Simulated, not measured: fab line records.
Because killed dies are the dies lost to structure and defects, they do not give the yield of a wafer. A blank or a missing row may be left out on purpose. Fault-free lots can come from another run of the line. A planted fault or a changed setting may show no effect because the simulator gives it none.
fab line records	flow rit_cmos
record lots=6	wafers=18	last_day=7
route steps=202 shown ACTIVE@3 FOX1@20 FOX2@23 NWELL@28 PWELL@39 M1@202
lots untouched by any fault: they come from a run of this same line in which no faults occurred
start_h: hours from the record's opening day to when the first of the lot's shown wafers began	wait_h: hours from the lot's prior step to this one	" as in the row above	L1.1+2: one row covering several wafers at once	- no value, or no start given	* or withheld: withheld	< > ~ a bound
route shown NAME@n: names a module that has steps shown in the file, with the first one's number in the route	usual: mean/standard deviation taken from wafers without a fault	same: alike in all rows	chamber/n: place in a boat	sites: each site's reading	_std_site: standard deviation across them	_edge_site: outer sites' mean less inner sites'	radius_mm: for every site, how far away it sits from the centre of the wafer	mask NAME#n: copy n	behind: the tool/chamber that last shaped the wafer	hold: what put the lot on hold/how long, in hours/how the hold closed	device: names the non-switching transistor (n, p or np)	end of line: at the end of the route, the tests of the same wafers	a step without rows: its recipe alone	killed: dies lost to structure and defects at the first sort, not the wafer's yield	map: the dies of a wafer, with x for killed, . for not killed, _ for no die there
set.NAME: the run value of the setting; set.NAME@STEP: its run value at that earlier step	model.NAME: the simulator's own value behind a step, which no gauge read
lots at some steps of the route; a table a step, a row a wafer
services: a tool's chamber out of use, with start hour (start_h, from the record's first day; less than 0 if before it), hours out, and reason
## steps
# step RIT_ACTIVE_THK_MEAS_02
# recipe reads=SiO2_of_ACTIVE_OXIDATION_01
# usual ACTIVE_OXIDE_THK=44.9/0.75
lot.wafer	tool	chamber	start_h	wait_h	ACTIVE_OXIDE_THK[nm]
L269.1	film_metro-02	-	17.94	0.0	44.8
L269.2	"	-	"	"	45.4
L269.5	"	-	"	"	46.1
L270.1	film_metro-04	-	22.05	0.0	45.4
L270.4	"	-	"	"	45.5
L270.5	"	-	"	"	45.6
L281.3	film_metro-02	-	77.07	0.0	44.2
L281.4	"	-	"	"	44.1
L281.6	"	-	"	"	43.6
L288.1	film_metro-04	-	112.05	0.0	44.8
L288.2	"	-	"	"	45.0
L288.3	"	-	"	"	44.8
L289.3	film_metro-02	-	117.07	0.0	45.0
L289.4	"	-	"	"	45.1
L289.6	"	-	"	"	45.7
L291.3	film_metro-01	-	129.50	0.0	43.5
L291.4	"	-	"	"	43.8
L291.5	"	-	"	"	43.6
# step RIT_ACTIVE_CVD_03
# recipe material=Si3N4	target_thk_nm=150	temp_c=810	precursor=SiH2Cl2/NH3	time_s=1500	pressure_mtorr=300	sih2cl2_flow_sccm=60	nh3_flow_sccm=150
# step RIT_ACTIVE_THK_MEAS_04
# recipe reads=Si3N4_of_ACTIVE_CVD_03
# usual ACTIVE_NITRIDE_THK=150.3/1.3
lot.wafer	tool	chamber	start_h	wait_h	ACTIVE_NITRIDE_THK[nm]
L269.1	film_metro-02	-	19.42	0.0	149.3
L269.2	"	-	"	"	149.9
L269.5	"	-	"	"	150.7
L270.1	film_metro-02	-	23.53	0.0	148.5
L270.4	"	-	"	"	149.2
L270.5	"	-	"	"	148.4
L281.3	film_metro-01	-	78.55	0.0	152.0
L281.4	"	-	"	"	152.6
L281.6	"	-	"	"	152.9
L288.1	film_metro-02	-	113.53	0.0	149.7
L288.2	"	-	"	"	150.6
L288.3	"	-	"	"	149.5
L289.3	film_metro-01	-	118.55	0.0	150.8
L289.4	"	-	"	"	150.5
L289.6	"	-	"	"	149.5
L291.3	film_metro-04	-	131.68	0.0	151.7
L291.4	"	-	"	"	151.3
L291.5	"	-	"	"	151.5
# step RIT_ACTIVE_HMDS_05
# recipe prime_time_s=60	prime_temp_c=140
# step RIT_ACTIVE_COAT_06
# recipe resist=NOVOLAK	spin_rpm=3250	resist_thk_nm=1000
# step RIT_ACTIVE_SOFTBAKE_07
# recipe resist=NOVOLAK	temp_c=90	time_s=60
# step RIT_ACTIVE_EXPOSE_08
# recipe mask_id=M1	na=0.6	source_shape=conventional	sigma_outer=0.6	target_cd_nm=1400	dose_mj=225
# step RIT_ACTIVE_PEB_09
# recipe resist=NOVOLAK	temp_c=withheld	time_s=withheld
# step RIT_ACTIVE_DEVELOP_10
# recipe resist=NOVOLAK	develop_time_s=51	dev_temp_c=23
# step RIT_ACTIVE_CD_MEAS_11
# recipe target_cd_nm=1400
# usual cd_nm=1399.5/2.4
lot.wafer	tool	chamber	start_h	wait_h	cd_nm
L269.1	cd_sem-01	-	20.33	-	1396.7
L269.2	"	-	"	"	1397.4
L269.5	"	-	"	"	1399.7
L270.1	cd_sem-02	-	24.44	-	1405.3
L270.4	"	-	"	"	1403.1
L270.5	"	-	"	"	1404.4
L281.3	cd_sem-02	-	79.48	-	1399.6
L281.4	"	-	"	"	1399.5
L281.6	"	-	"	"	1396.6
L288.1	cd_sem-02	-	114.44	-	1399.9
L288.2	"	-	"	"	1399.4
L288.3	"	-	"	"	1400.0
L289.3	cd_sem-01	-	119.48	-	1399.0
L289.4	"	-	"	"	1399.7
L289.6	"	-	"	"	1399.2
L291.3	cd_sem-02	-	132.74	-	1400.6
L291.4	"	-	"	"	1401.9
L291.5	"	-	"	"	1401.6
# step RIT_ACTIVE_HARDBAKE_12
# recipe resist=NOVOLAK	temp_c=140	time_s=60
# step RIT_ACTIVE_ETCH_13
# recipe stop_on=SiO2	chemistry=SF6	target=Si3N4	time_s=210	over_etch_frac=0.4	SF6_flow_sccm=200	pressure_mtorr=260	rf_w=125	target_depth_a=2100
# usual drypump_motor_current_A=5.9/0.62	oes_product_au=0.819/0.01	throttle_valve_pct=7.47/0.11
lot.wafer	tool	chamber	start_h	wait_h	drypump_motor_current_A	oes_product_au	rf_hours_counter_h	throttle_valve_pct
L269.1	rie_diel-01	1	20.60	0.1	6.3	0.813	70	7.43
L269.2	"	0	"	"	6.4	0.819	5	7.35
L269.5	"	1	"	"	6.3	0.816	-	7.42
L270.1	rie_diel-04	3	24.71	0.1	6.8	0.814	60	7.76
L270.4	"	3	"	"	6.8	0.809	-	7.74
L270.5	"	1	"	"	6.5	0.814	-	7.60
L281.3	rie_diel-03	1	79.97	0.1	5.3	0.808	68	7.58
L281.4	"	2	"	"	5.6	0.836	119	7.50
L281.6	"	3	"	"	6.6	0.823	-	7.38
L288.1	rie_diel-03	1	114.71	0.1	5.2	0.792	69	7.57
L288.2	"	2	"	"	5.6	0.819	119	7.50
L288.3	"	3	"	"	6.5	0.813	109	7.38
L289.3	rie_diel-04	0	119.71	0.1	6.5	0.835	109	7.56
L289.4	"	1	"	"	6.5	0.835	99	7.62
L289.6	"	0	"	"	6.5	0.825	-	7.55
L291.3	rie_diel-01	2	132.97	0.1	6.4	0.827	8	7.46
L291.4	"	3	"	"	4.8	0.825	82	7.31
L291.5	"	0	"	"	6.4	0.836	-	7.36
# step RIT_ACTIVE_STRIP_14
# recipe chemistry=O2	time_s=180	resist=NOVOLAK	platen_temp_c=withheld	power_w=500	pressure_mtorr=4000	o2_flow_sccm=4000
# usual drypump_motor_current_A=5.5/0.34
lot.wafer	tool	chamber	start_h	wait_h	drypump_motor_current_A	rf_hours_counter_h
L269.1	plasma_asher-03	0	20.73	0.1	5.0	37
L269.2	"	1	"	"	5.8	37
L269.5	"	0	"	"	5.0	-
L270.1	plasma_asher-04	0	24.84	0.1	5.7	23
L270.4	"	0	"	"	5.7	-
L270.5	"	1	"	"	5.3	-
L281.3	plasma_asher-03	1	80.16	0.1	5.8	-
L281.4	"	0	"	"	5.0	-
L281.6	"	1	"	"	5.8	-
L288.1	plasma_asher-03	0	114.84	0.1	5.0	48
L288.2	"	1	"	"	5.8	48
L288.3	"	1	"	"	5.8	-
L289.3	plasma_asher-03	0	119.90	0.1	5.0	-
L289.4	"	1	"	"	5.8	-
L289.6	"	1	"	"	5.8	-
L291.3	plasma_asher-02	0	133.16	0.1	6.0	-
L291.4	"	1	"	"	5.7	-
L291.5	"	1	"	"	5.7	-
# step RIT_ACTIVE_CD_MEAS_90
# recipe target_cd_nm=1400
# usual cd_nm=1399.5/2.4
lot.wafer	tool	chamber	start_h	wait_h	cd_nm
L269.1	cd_sem-01	-	20.91	0.1	1397.4
L269.2	"	-	"	"	1397.9
L269.5	"	-	"	"	1399.8
L270.1	cd_sem-01	-	25.02	0.1	1405.3
L270.4	"	-	"	"	1403.1
L270.5	"	-	"	"	1404.8
L281.3	cd_sem-01	-	80.32	0.1	1399.6
L281.4	"	-	"	"	1399.7
L281.6	"	-	"	"	1396.8
L288.1	cd_sem-01	-	115.02	0.1	1399.9
L288.2	"	-	"	"	1399.0
L288.3	"	-	"	"	1399.7
L289.3	cd_sem-01	-	120.06	0.1	1399.2
L289.4	"	-	"	"	1399.9
L289.6	"	-	"	"	1399.4
L291.3	cd_sem-01	-	133.32	0.1	1400.3
L291.4	"	-	"	"	1401.8
L291.5	"	-	"	"	1401.7
# step RIT_ACTIVE_CLEAN_15
# recipe chemistry=SC1	mix=3:3:50	time_s=600	temp_c=75
# step RIT_ACTIVE_CLEAN_16
# recipe chemistry=dHF	dilution=50:1	time_s=30
# step RIT_ACTIVE_CLEAN_17
# recipe chemistry=SC2	mix=3:3:50	time_s=600	temp_c=75	dry=n2_spin
# step RIT_FOX1_OXIDATION_00
# recipe temp_c=1100	ambient=H2O	target_thk_a=3507	p_h2o_torr=720	ox_time_s=1130
# step RIT_FOX1_THK_MEAS_01
# recipe reads=SiO2_of_FOX1_OXIDATION_00
# usual FOX1_OXIDE_THK=347/5.7
lot.wafer	tool	chamber	start_h	wait_h	FOX1_OXIDE_THK[nm]
L269.1	film_metro-03	-	22.71	0.0	359
L269.2	"	-	"	"	355
L269.5	"	-	"	"	353
L270.1	film_metro-03	-	26.82	0.0	344
L270.4	"	-	"	"	341
L270.5	"	-	"	"	342
L281.3	film_metro-01	-	82.47	0.0	344
L281.4	"	-	"	"	348
L281.6	"	-	"	"	339
L288.1	film_metro-01	-	116.99	0.0	347
L288.2	"	-	"	"	342
L288.3	"	-	"	"	345
L289.3	film_metro-03	-	123.44	0.0	339
L289.4	"	-	"	"	345
L289.6	"	-	"	"	337
L291.3	film_metro-04	-	135.11	0.0	345
L291.4	"	-	"	"	341
L291.5	"	-	"	"	351
# step RIT_FOX1_WET_ETCH_02
# recipe chemistry=BOE	target_depth_nm=350	time_s=390	temp_c=21.5	dry=n2_spin	dilution=10:1	target=SiO2
# step RIT_FOX2_OXIDATION_00
# recipe temp_c=1100	ambient=H2O	target_thk_a=3507	p_h2o_torr=720	ox_time_s=1130
# step RIT_FOX2_THK_MEAS_01
# recipe reads=SiO2_of_FOX2_OXIDATION_00
# usual FOX2_OXIDE_THK=350/5.9
lot.wafer	tool	chamber	start_h	wait_h	FOX2_OXIDE_THK[nm]
L269.1	film_metro-04	-	24.20	0.0	364
L269.2	"	-	"	"	357
L269.5	"	-	"	"	358
L270.1	film_metro-04	-	28.37	0.0	357
L270.4	"	-	"	"	352
L270.5	"	-	"	"	351
L281.3	film_metro-04	-	84.09	0.0	361
L281.4	"	-	"	"	352
L281.6	"	-	"	"	357
L288.1	film_metro-04	-	118.48	0.0	356
L288.2	"	-	"	"	358
L288.3	"	-	"	"	353
L289.3	film_metro-03	-	129.05	0.0	350
L289.4	"	-	"	"	347
L289.6	"	-	"	"	350
L291.3	film_metro-04	-	136.62	0.0	350
L291.4	"	-	"	"	348
L291.5	"	-	"	"	355
# step RIT_FOX2_CLEAN_02
# recipe chemistry=dHF	dilution=50:1	time_s=173
# step RIT_FOX2_WET_ETCH_03
# recipe chemistry=H3PO4	target=Si3N4	target_depth_nm=195	temp_c=165	time_s=2700
# step RIT_FOX2_THK_MEAS_90
# recipe reads=SiO2_of_FOX2_OXIDATION_00
# usual FIELD_OXIDE_LEFT_1_THK=323/5.9
lot.wafer	tool	chamber	start_h	wait_h	FIELD_OXIDE_LEFT_1_THK[nm]
L269.1	film_metro-03	-	25.11	0.0	338
L269.2	"	-	"	"	331
L269.5	"	-	"	"	332
L270.1	film_metro-04	-	29.25	0.0	331
L270.4	"	-	"	"	326
L270.5	"	-	"	"	325
L281.3	film_metro-02	-	84.97	0.0	334
L281.4	"	-	"	"	325
L281.6	"	-	"	"	330
L288.1	film_metro-04	-	119.43	0.0	330
L288.2	"	-	"	"	331
L288.3	"	-	"	"	326
L289.3	film_metro-03	-	130.01	0.0	323
L289.4	"	-	"	"	320
L289.6	"	-	"	"	323
L291.3	film_metro-03	-	137.51	0.0	323
L291.4	"	-	"	"	322
L291.5	"	-	"	"	328
# step RIT_NWELL_HMDS_00
# recipe prime_time_s=60	prime_temp_c=140
# step RIT_NWELL_COAT_01
# recipe resist=NOVOLAK	spin_rpm=2000	resist_thk_nm=1300
# step RIT_NWELL_SOFTBAKE_02
# recipe resist=NOVOLAK	temp_c=90	time_s=60
# step RIT_NWELL_EXPOSE_03
# recipe mask_id=M2	na=0.57	target_cd_nm=43900	dose_mj=250
# step RIT_NWELL_PEB_04
# recipe resist=NOVOLAK	temp_c=withheld	time_s=withheld
# step RIT_NWELL_DEVELOP_05
# recipe resist=NOVOLAK	develop_time_s=64.78	dev_temp_c=23
# step RIT_NWELL_OVL_MEAS_06
# usual NWELL_OVL=-0.6/1.1
lot.wafer	tool	chamber	start_h	wait_h	NWELL_OVL[nm]
L269.1	overlay-01	-	26.05	-	-0.5
L269.2	"	-	"	"	1.1
L269.5	"	-	"	"	-0.6
L270.1	overlay-02	-	30.34	-	1.4
L270.4	"	-	"	"	1.5
L270.5	"	-	"	"	0.4
L281.3	overlay-01	-	85.90	-	-1.7
L281.4	"	-	"	"	0.3
L281.6	"	-	"	"	-1.4
L288.1	overlay-01	-	120.50	-	0.0
L288.2	"	-	"	"	0.7
L288.3	"	-	"	"	0.9
L289.3	overlay-01	-	130.94	-	-0.8
L289.4	"	-	"	"	-0.1
L289.6	"	-	"	"	2.1
L291.3	overlay-02	-	138.57	-	-0.1
L291.4	"	-	"	"	-2.0
L291.5	"	-	"	"	-2.3
# step RIT_NWELL_HARDBAKE_07
# recipe resist=NOVOLAK	temp_c=140	time_s=120
# step RIT_NWELL_IMPLANT_08
# recipe species=P	energy_kev=170	dose_cm2=5e+13	tilt_deg=7
# step RIT_NWELL_STRIP_09
# recipe chemistry=O2	time_s=180	resist=NOVOLAK	platen_temp_c=withheld	power_w=500	pressure_mtorr=4000	o2_flow_sccm=4000
# usual drypump_motor_current_A=5.7/0.33
lot.wafer	tool	chamber	start_h	wait_h	drypump_motor_current_A	rf_hours_counter_h
L269.1	plasma_asher-04	1	26.49	0.1	5.3	23
L269.2	"	0	"	"	5.8	23
L269.5	"	0	"	"	5.7	-
L270.1	plasma_asher-04	0	30.78	0.1	5.7	24
L270.4	"	1	"	"	5.3	-
L270.5	"	1	"	"	5.3	-
L281.3	plasma_asher-04	0	86.38	0.1	5.7	-
L281.4	"	1	"	"	5.3	-
L281.6	"	0	"	"	5.7	-
L288.1	plasma_asher-04	0	121.08	0.1	5.7	33
L288.2	"	1	"	"	5.4	33
L288.3	"	1	"	"	5.3	-
L289.3	plasma_asher-01	0	131.42	0.1	5.3	-
L289.4	"	1	"	"	6.2	-
L289.6	"	1	"	"	6.2	-
L291.3	plasma_asher-02	1	139.05	0.1	5.8	-
L291.4	"	0	"	"	5.9	-
L291.5	"	0	"	"	6.0	-
# step RIT_NWELL_TW_MEAS_10
# usual NWELL_TW=2150/17
lot.wafer	tool	chamber	start_h	wait_h	NWELL_TW
L269.1	film_metro-01	-	26.67	0.1	2185
L269.2	"	-	"	"	2173
L269.5	"	-	"	"	2173
L270.1	film_metro-03	-	30.95	0.1	2129
L270.4	"	-	"	"	2127
L270.5	"	-	"	"	2130
L281.3	film_metro-01	-	86.52	0.1	2162
L281.4	"	-	"	"	2162
L281.6	"	-	"	"	2169
L288.1	film_metro-02	-	121.26	0.1	2148
L288.2	"	-	"	"	2152
L288.3	"	-	"	"	2138
L289.3	film_metro-03	-	131.56	0.1	2135
L289.4	"	-	"	"	2137
L289.6	"	-	"	"	2130
L291.3	film_metro-03	-	139.19	0.1	2139
L291.4	"	-	"	"	2129
L291.5	"	-	"	"	2142
# step RIT_PWELL_HMDS_00
# recipe prime_time_s=60	prime_temp_c=140
# step RIT_PWELL_COAT_01
# recipe resist=NOVOLAK	spin_rpm=2000	resist_thk_nm=1300
# step RIT_PWELL_SOFTBAKE_02
# recipe resist=NOVOLAK	temp_c=90	time_s=60
# step RIT_PWELL_EXPOSE_03
# recipe mask_id=M3	na=0.57	target_cd_nm=43700	dose_mj=250
# step RIT_PWELL_PEB_04
# recipe resist=NOVOLAK	temp_c=withheld	time_s=withheld
# step RIT_PWELL_DEVELOP_05
# recipe resist=NOVOLAK	develop_time_s=68	dev_temp_c=23
# step RIT_M1_PROBE_99
# usual killed_at_contacts=0.1/0.34	killed_at_front_end=7/3	killed_dies=7/3.1	killed_on_rim=1.7/1.3	killed_open=3.4/1.9	killed_short=3.4/2.1
# same gross_dies=264	killed_at_M0_to_M3=0	killed_at_M4_up=0	killed_at_back_side=0	killed_at_other=0
lot.wafer	tool	chamber	start_h	wait_h	hold	killed_at_contacts	killed_at_front_end	killed_dies	killed_on_rim	killed_open	killed_short
L269.1	prober-01	-	61.36	0.1	-	0	9	9	1	6	3
L269.2	prober-01	-	61.41	0.1	-	0	6	6	1	1	5
L269.5	prober-01	-	61.56	0.2	-	0	6	6	1	2	4
L270.1	prober-02	-	68.57	0.1	-	1	5	6	0	2	4
L270.4	prober-02	-	68.72	0.2	-	0	10	10	3	7	3
L270.5	prober-02	-	68.77	0.2	-	0	12	12	3	6	6
L281.3	prober-01	-	126.21	0.2	-	0	5	5	1	2	3
L281.4	prober-01	-	126.26	0.2	-	0	6	6	3	2	4
L281.6	prober-01	-	126.36	0.2	-	0	3	3	0	0	3
L288.1	prober-01	-	158.83	0.1	await_dispo/1.1h/release	0	5	5	1	3	2
L288.2	prober-01	-	158.88	0.1	await_dispo/1.1h/release	0	38	38	6	3	1
L288.3	prober-01	-	158.93	0.2	await_dispo/1.1h/release	0	33	33	4	2	3
L289.3	prober-02	-	168.39	0.2	await_dispo/4.8h/release	0	9	9	1	4	5
L289.4	prober-02	-	168.44	0.2	await_dispo/4.8h/release	0	37	37	4	1	4
L289.6	prober-02	-	168.54	0.2	await_dispo/4.8h/release	0	34	34	8	1	2
L291.3	prober-02	-	175.88	0.2	-	0	7	7	3	3	4
L291.4	prober-02	-	175.93	0.2	-	0	10	10	3	3	6
L291.5	prober-02	-	175.98	0.2	-	0	5	5	2	1	4
# killed by level:class
L269.1 SILICIDE:geometric_particle:open=3 FOX1:geometric_particle:open=1 FOX1:geometric_particle:short=1 GATE:geometric_particle:short=1 GATE:geometric_particle:open=1 SPACER:geometric_particle:open=1 SILICIDE:geometric_particle:short=1
L269.2 GATE:geometric_particle:short=2 FOX2:geometric_particle:short=1 SPACER:geometric_particle:short=1 SPACER:geometric_particle:open=1 SILICIDE:geometric_particle:short=1
L269.5 GATE:geometric_particle:open=2 REOX:geometric_particle:short=2 FOX1:geometric_particle:short=1 FOX2:geometric_particle:short=1
L270.1 GATE:geometric_particle:short=3 FOX1:geometric_particle:open=1 SILICIDE:geometric_particle:short=1 CONTACT:geometric_particle:open=1
L270.4 FOX1:geometric_particle:open=3 GATE:geometric_particle:open=2 SPACER:geometric_particle:open=2 FOX1:geometric_particle:short=1 GATE:geometric_particle:short=1 SPACER:geometric_particle:short=1
L270.5 GATE:geometric_particle:open=6 FOX1:geometric_particle:short=2 GATE:geometric_particle:short=2 SILICIDE:geometric_particle:short=2
L281.3 GATE:geometric_particle:short=2 SILICIDE:geometric_particle:open=2 REOX:geometric_particle:short=1
L281.4 GATE:geometric_particle:short=3 FOX1:geometric_particle:short=1 FOX1:geometric_particle:open=1 GATE:geometric_particle:open=1
L281.6 GATE:geometric_particle:short=2 FOX1:geometric_particle:short=1
L288.1 SPACER:geometric_particle:open=2 SPACER:geometric_particle:short=2 SILICIDE:geometric_particle:open=1
L288.2 ACTIVE:unspecified=34 GATE:geometric_particle:open=3 GATE:geometric_particle:short=1
L288.3 ACTIVE:unspecified=28 FOX2:geometric_particle:short=1 GATE:geometric_particle:short=1 GATE:geometric_particle:open=1 SILICIDE:geometric_particle:short=1 SILICIDE:geometric_particle:open=1
L289.3 GATE:geometric_particle:short=3 SPACER:geometric_particle:open=2 FOX1:geometric_particle:open=1 FOX2:geometric_particle:short=1 GATE:geometric_particle:open=1 REOX:geometric_particle:short=1
L289.4 ACTIVE:unspecified=32 SPACER:geometric_particle:short=2 FOX2:geometric_particle:short=1 SPACER:geometric_particle:open=1 SILICIDE:geometric_particle:short=1
L289.6 ACTIVE:unspecified=31 FOX1:geometric_particle:short=1 GATE:geometric_particle:short=1 GATE:geometric_particle:open=1
L291.3 SPACER:geometric_particle:short=2 FOX1:geometric_particle:open=1 FOX1:geometric_particle:short=1 GATE:geometric_particle:open=1 GATE:geometric_particle:short=1 SPACER:geometric_particle:open=1
L291.4 GATE:geometric_particle:short=2 SPACER:geometric_particle:short=2 FOX1:geometric_particle:open=1 FOX1:geometric_particle:short=1 FOX2:geometric_particle:short=1 GATE:geometric_particle:open=1 SILICIDE:geometric_particle:open=1 PSD:coat_microbubble_printed=1
L291.5 FOX1:geometric_particle:short=1 GATE:geometric_particle:short=1 REOX:geometric_particle:short=1 SPACER:geometric_particle:short=1 SPACER:geometric_particle:open=1
# map L288.2 (x killed, . not)
________......._______
_____........x....____
____...............___
___.................__
__..................._
__..................._
_.....................
_.....................
_...................x.
_.......xx............
__.x.xxxxx..........._
__....xxxxxx........._
___..xxxxxxx....x...__
____xxxxxxxx.......___
_____.xxxxx.......____
________x......_______
# map L289.4 (x killed, . not)
________......._______
_____.............____
____...............___
___.................__
__..................._
__..................._
_...............x.....
_..........x..........
_...............x.....
_......xx.............
__....xxxxx....x....._
__..xxxxxxxx..x......_
___..xxxxxx.........__
____x.xxxxx........___
_____.xxxxx.......____
________......._______
## services
tool	chamber	start_h	hours	kind
rie_diel-01	-	-2.55	14.6	pm
rie_diel-04	3	6.10	3.4	repair
rie_diel-01	2	12.85	1.7	repair
rie_diel-04	0	24.03	4.2	repair
plasma_asher-02	-	30.99	2.8	pm
rie_diel-03	0	38.68	1.7	repair
rie_diel-04	1	74.75	5.0	repair
plasma_asher-01	-	108.75	9.0	pm
plasma_asher-01	0	108.75	9.0	vent_cycle
plasma_asher-01	1	108.75	9.0	vent_cycle
plasma_asher-01	0	117.75	-	clean
plasma_asher-01	1	117.75	-	clean
plasma_asher-04	-	130.92	14.6	repair
rie_diel-01	2	138.51	1.3	repair
## key
first_sign step=RIT_M1_PROBE_99	reading=killed_at_front_end	direction=up	sigmas=9.4	usual=7	struck=36
effect step=RIT_M1_PROBE_99	reading=killed_dies	direction=up	sigmas=9.1	usual=7	struck=36
met_at RIT_ACTIVE_STRIP_14
struck_wafers L288.2,L288.3,L289.4,L289.6
tester_left_out L288,L289
onset_between 80.16 114.84
fault kind=chamber_particle_source	tool=plasma_asher-03	chamber=1	onset_h=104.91	steps=RIT_ACTIVE_STRIP_14	rate_per_visit_cm2=0.66138	end_h=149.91
# tester_left_out: of these lots the tester's yield and bins aren't shown, on N5 and GAA mostly nor the transistor test; their killed dies are dies lost to structure and defects alone, not to doping, threshold or leakage, so they don't give the yield
